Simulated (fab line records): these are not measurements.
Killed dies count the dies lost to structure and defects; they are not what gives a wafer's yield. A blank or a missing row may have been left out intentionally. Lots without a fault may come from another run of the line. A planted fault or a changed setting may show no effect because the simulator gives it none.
Problem report, 8D (eight disciplines) form, completed by code + flow berkeley-cmos170 + the parts of the form that need people (team, actions taken, sign-off) are left out

1. PROBLEM STATEMENT
Mean V1_TEOS_THK at UCB170_V1_THK_MEAS_01: 1804 nm over 9 wafers in 3 lots; fault-free wafers: 2003 nm, standard deviation 30. That is -6.6 standard deviations from the usual mean.
The first sign was on wafer L658.2 at day 11 16:24, on film-metro-04. The record holds 42 wafers of 14 lots with a number at this step. Rule for "out" (also "out of limits"): further than 4 standard deviations from the usual mean. The rest of the wafers with a number are treated as sound.

2. WHAT IT IS, AND WHAT IT ISN'T
| question                    | is                           | is not                                                                    |
|-----------------------------|------------------------------|---------------------------------------------------------------------------|
| which readings at this step | V1_TEOS_THK                  | -                                                                         |
| which lots                  | L658, L661, L662             | L644, L645, L646, L648, L649, L652, L653, L654, L659, L663, L665          |
| which wafers of those lots  | all that have a number       | -                                                                         |
| read on which gauges        | film-metro-01, film-metro-04 | film-metro-02                                                             |
| when                        | from day 11 16:24            | up to then (27 sound wafers); but 6 sound wafers of L663, L665 came after |

3. WHAT RULES OUT EACH SUSPECT
Counting: a tool at a process step up to the reading stays a suspect if it ran every lot that is out and no sound lot after the first of them.
- the gauge at UCB170_V1_THK_MEAS_01 is ruled out. 2 gauges (film-metro-01, film-metro-04) read the wafers that are out.
- pecvd-04 at UCB170_V1_CVD_00 (deposits SiO2 from TEOS/O2, target thk 2000 nm, time 250 s): kept. Every lot that is out went through it, starting with L658 (day 11 16:14), and after that it ran no sound lot; the last sound lot it ran before then is L652 (day 10 06:23).
Remaining after the count: pecvd-04 at UCB170_V1_CVD_00.

4. THE CAUSE (what the simulator had put in)
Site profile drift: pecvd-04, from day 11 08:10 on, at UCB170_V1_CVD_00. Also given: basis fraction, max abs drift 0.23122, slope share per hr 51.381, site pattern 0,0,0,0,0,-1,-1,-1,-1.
After counting, this tool was the only one left.

5. THE EFFECT CHAIN, in route order
Each row: a reading where the mean over the struck wafers with a number is more than 3 standard deviations away from the usual. Only readings for which the record gives a usual standard deviation are gone through. hours: the time from each lot's start at the first step in this table that gives one to its start at this step, as a median over the lots. sigmas: the change in usual standard deviations.
| hours | step                  | reading         | usual      | on struck wafers | change | sigmas      |
|-------|-----------------------|-----------------|------------|------------------|--------|-------------|
| 0     | UCB170_V1_THK_MEAS_01 | V1_TEOS_THK     | 2003 nm    | 1804             | -199   | -6.6        |
| 0     | UCB170_V1_THK_MEAS_04 | V1_POLISHED_THK | 1000.2 nm  | 794.8            | -205.4 | -99 or more |
| 3     | UCB170_V1_ETCH_14     | oes-product-au  | 0.876 a.u. | 0.773            | -0.103 | -5.7        |
Process steps it contains:
- UCB170_V1_ETCH_14: etches SiO2 in CHF3/CF4/Ar, stops on Al, target depth 1250 nm, time 291 s.

6. HOW IT WOULD HAVE BEEN CAUGHT EARLIER
8 hours passed between the start of the fault at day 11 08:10 and the first reading out of limits at a measuring or inspecting step in this record, taken at day 11 16:24.
An alarm limit of 4 standard deviations would not have fired on the tool readings at UCB170_V1_CVD_00 for which the record gives a usual standard deviation, since none of them was out on any struck wafer.
Among the 3 lots that are out, L661, L662 began UCB170_V1_CVD_00 on pecvd-04 after day 11 16:24. A hold on the tool at that time would have spared those 2.
